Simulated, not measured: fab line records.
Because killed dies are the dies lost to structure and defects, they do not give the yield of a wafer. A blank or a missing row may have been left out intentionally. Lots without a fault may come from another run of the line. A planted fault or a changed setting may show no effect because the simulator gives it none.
A struck lot beside a sound one	flow rit-cmos	14 steps out of a route of 202
Sound: the wafers L606.1, L606.2, L606.6. Wafers struck: L613.3, L613.4, L613.5. At the end, the cause is stated.
Each step with rows lists, per side, the tool, then ch with its chambers, then its first start. Under that, the readings that differ: sound wafers	struck wafers	difference of the means	sigmas: that difference in standard deviations of wafers without a fault.
alike: same words and numbers on both sides, and readings whose means sit less than 2 such deviations apart. not compared: any withheld reading, any reading some wafer has no value for, any bound like >300 that may hide the same value, and any number with overlapping values for which the record gives no deviation.
Wherever a step has rows on one side only, a row that says differs or no value, or a row with sigmas, the two part there. Numbers that have no deviation but don't overlap get no sigmas and don't part them. A reading missing from all wafers of one side parts the sides only when that side holds two or more wafers.

first, 1 step without rows for these wafers: RIT_PLDD_IMPLANT_08.
RIT_PLDD_STRIP_09: strips in O2, time 180 s.
  sound on plasma-asher-01 ch 0,1, day 3 12:03; struck on plasma-asher-01 ch 0,1, day 5 01:34
  alike: chamber-pressure-mTorr, drypump-motor-current-A
  not compared: rf-hours-counter-h
RIT_PLDD_TW_MEAS_10:
  sound on film-metro-04, day 3 12:14; struck on film-metro-04, day 5 01:43
  alike: PLDD_TW
then, 4 steps without rows for these wafers: RIT_SPACER_CLEAN_00 (cleans in SC1, time 600 s); RIT_SPACER_CLEAN_01 (cleans in dHF, time 30 s); RIT_SPACER_CLEAN_02 (cleans in SC2, time 600 s); RIT_SPACER_CVD_03 (deposits Si3N4 from SiH2Cl2/NH3, target thk 250 nm, time 3300 s).
RIT_SPACER_THK_MEAS_04:
  sound on film-metro-01, day 3 15:54; struck on film-metro-01, day 5 04:03
  alike: SPACER_NITRIDE_THK
RIT_SPACER_ETCHBACK_05: etches Si3N4 in SF6/CHF3, stops on SiO2, target depth 250 nm, time 246.9 s.
  sound on rie-diel-01 ch 0,1,2, day 3 15:58; struck on rie-diel-02 ch 1,2, day 5 04:05
  alike: chamber-pressure-mTorr, drypump-motor-current-A, oes-product-au, throttle-valve-pct
  not compared: rf-hours-counter-h
then, 3 steps without rows for these wafers: RIT_NSD_HMDS_00 (prime time 60 s); RIT_NSD_COAT_01 (resist thk 1000 nm); RIT_NSD_SOFTBAKE_02 (time 60 s).
RIT_NSD_EXPOSE_03: exposes mask M9, target cd 40700 nm.
  sound on iline-stepper-02 ch 0, day 3 16:35; struck on iline-stepper-02, day 5 04:51
  no value came back on the struck wafers for exposure-dose-mJ-cm2, focus-offset-nm (nm), stage-vel-mm-s (mm/s); on the sound wafers exposure-dose-mJ-cm2 reads 249.83 249.95 249.76
  alike: mask
next, for these wafers, 1 step has no rows: RIT_NSD_PEB_04.

== WHERE THEY PART ==
Only at RIT_NSD_EXPOSE_03, within this record.

WHY: what the simulator had put in
Beginning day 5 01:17, the whole step at RIT_NSD_EXPOSE_03 was skipped on iline-stepper-02. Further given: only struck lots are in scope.
